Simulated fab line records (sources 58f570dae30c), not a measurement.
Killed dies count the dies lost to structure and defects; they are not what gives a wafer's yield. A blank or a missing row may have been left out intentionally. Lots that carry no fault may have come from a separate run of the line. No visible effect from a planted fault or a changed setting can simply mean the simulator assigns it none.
The tool behind it: which one? || flow berkeley_cmos170 || at 1 step of a route of 331, 6 lots with 18 wafers sampled

== WHAT EACH GAUGE READ, for each wafer ==
UCB170_V1_THK_MEAS_04.
{"lot": "L507", "measured": "day 8 05:24", "on": "film_metro-02", "V1_POLISHED_THK (nm)": "999.2 1000.1 997.9"}
{"lot": "L505", "measured": "day 8 06:49", "on": "film_metro-02", "V1_POLISHED_THK (nm)": "1002.1 998.2 1001.3"}
{"lot": "L508", "measured": "day 9 01:42", "on": "film_metro-02", "V1_POLISHED_THK (nm)": "1000.9 1001.3 999.2"}
{"lot": "L511", "measured": "day 9 11:52", "on": "film_metro-02", "V1_POLISHED_THK (nm)": "998.7 1000.8 998.9"}
{"lot": "L521", "measured": "day 11 14:14", "on": "film_metro-03", "V1_POLISHED_THK (nm)": "1000.3 1001.2 1001.4"}
{"lot": "L524", "measured": "day 12 02:28", "on": "film_metro-03", "V1_POLISHED_THK (nm)": "999.5 1000.6 999.7"}

== WHICH TOOL RAN EACH LOT (tool, then ch and the chambers of the sampled wafers, then the start) ==
Record: no process step prior to these readings.

== THE ANSWER, worked out from the rows above alone ==
Rule: usual is defined by the lots themselves. The widest of any qualifying gaps counts: lots, ordered by their means at a reading, are off when they make up no more than a third of the lots, leave a main group of 4 or more, and stand apart from it by 3 or more times the standard deviation of that group's means. If all means in a main group match to the digits the tables above print for the reading, that group is not used. A lot without any number at a reading at which 4 lots or more have one is off too. Where the step has rows for the other lots, those lots are counted as sound.
None of the lots is off at any reading shown; this tells nothing.

== WHAT WAS PUT IN BY THE SIMULATOR ==
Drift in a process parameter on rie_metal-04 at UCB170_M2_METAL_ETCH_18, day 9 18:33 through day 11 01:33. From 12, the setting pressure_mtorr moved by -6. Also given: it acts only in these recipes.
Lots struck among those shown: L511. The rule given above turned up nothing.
